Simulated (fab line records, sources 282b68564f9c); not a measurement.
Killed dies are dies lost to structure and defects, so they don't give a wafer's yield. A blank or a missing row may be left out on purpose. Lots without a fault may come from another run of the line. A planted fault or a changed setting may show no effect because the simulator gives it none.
Split-lot experiment | flow rit_cmos | 5 lots, 23 wafers read, on a route of 202 steps

THE SPLIT
At RIT_GATE_CVD_08 (deposits poly-Si from SiH4, target thk 250 nm, time 2220 s), the setting pressure_mtorr was moved away from the recipe's 300 mTorr on 20 of the 23 wafers read, by -12.2% to +13.9%. The other wafers ran this setting at the recipe's value.

The file shows no step between the split and the reading.

THE READING
GATE_POLY_THK, in nm, at RIT_GATE_THK_MEAS_09. Fault-free wafers of this fab line usually give 251.5 nm, standard deviation 2.5 nm.

wafer  | tool, chamber at the split | pressure_mtorr as run, mTorr | against the recipe | GATE_POLY_THK, nm | against lot-mates on the recipe
L075.2 | lpcvd-01, 1                | 300                          | recipe             | 248.4             | -
L075.5 | lpcvd-01, 1                | 300                          | recipe             | 253.1             | -
L075.6 | lpcvd-01, 1                | 300                          | recipe             | 250.7             | -
L076.1 | -, -                       | 288.6                        | -3.8%              | 250.2             | no lot-mate on the recipe
L076.2 | -, -                       | 288.6                        | -3.8%              | 250.8             | no lot-mate on the recipe
L076.3 | -, -                       | 288.6                        | -3.8%              | 251.2             | no lot-mate on the recipe
L076.5 | -, -                       | 288.6                        | -3.8%              | 250.3             | no lot-mate on the recipe
L076.6 | -, -                       | 288.6                        | -3.8%              | 250.8             | no lot-mate on the recipe
L080.2 | -, -                       | 272.7                        | -9.1%              | 237.7             | no lot-mate on the recipe
L080.3 | -, -                       | 272.7                        | -9.1%              | 239.1             | no lot-mate on the recipe
L080.4 | -, -                       | 272.7                        | -9.1%              | 237.2             | no lot-mate on the recipe
L080.5 | -, -                       | 272.7                        | -9.1%              | 238.7             | no lot-mate on the recipe
L080.6 | -, -                       | 272.7                        | -9.1%              | 240.2             | no lot-mate on the recipe
L082.1 | -, -                       | 341.8                        | +13.9%             | 265.8             | no lot-mate on the recipe
L082.2 | -, -                       | 341.8                        | +13.9%             | 265.0             | no lot-mate on the recipe
L082.3 | -, -                       | 341.8                        | +13.9%             | 267.3             | no lot-mate on the recipe
L082.4 | -, -                       | 341.8                        | +13.9%             | 267.4             | no lot-mate on the recipe
L082.5 | -, -                       | 341.8                        | +13.9%             | 266.8             | no lot-mate on the recipe
L083.1 | -, -                       | 263.3                        | -12.2%             | 232.5             | no lot-mate on the recipe
L083.2 | -, -                       | 263.3                        | -12.2%             | 232.1             | no lot-mate on the recipe
L083.3 | -, -                       | 263.3                        | -12.2%             | 231.4             | no lot-mate on the recipe
L083.4 | -, -                       | 263.3                        | -12.2%             | 232.0             | no lot-mate on the recipe
L083.5 | -, -                       | 263.3                        | -12.2%             | 232.4             | no lot-mate on the recipe

THE FIT
A straight line over all 23 wafers: GATE_POLY_THK changes by +1.26 nm for each +1% of pressure_mtorr; r = +0.97; the points scatter about the line by 3.1 nm.
Too few moved wafers have a lot-mate on the recipe to fit a line with each lot's own level taken away.

THE WHOLE CHAIN: every reading that the file lists as answering this split, in the file's order
step                 | what it does                                                                    | reading                                                                        | change (the file's fit)              | r (the file's)
RIT_GATE_CVD_08      | deposits poly-Si from SiH4, target thk 250 nm, time 2220 s                      | poly-Si_of_GATE_CVD_08.thk_nm (the simulator's own value, which no gauge read) | +1.26 nm for each +1% of the setting | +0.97
RIT_GATE_THK_MEAS_09 |                                                                                 | GATE_POLY_THK                                                                  | +1.26 for each +1% of the setting    | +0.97
RIT_GATE_ETCH_19     | etches poly-Si in SF6/CHF3/O2, stops on SiO2, time 165 s, target depth 312.5 nm | GATE.feature_depth_nm (the simulator's own value, which no gauge read)         | +1.26 nm for each +1% of the setting | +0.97
RIT_GATE_ETCH_19     | etches poly-Si in SF6/CHF3/O2, stops on SiO2, time 165 s, target depth 312.5 nm | etch.depth_nm (the simulator's own value, which no gauge read)                 | +1.26 nm for each +1% of the setting | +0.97

THE FILE'S OWN FIT
GATE_POLY_THK changes by +1.26 nm for each +1% of pressure_mtorr, r = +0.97.
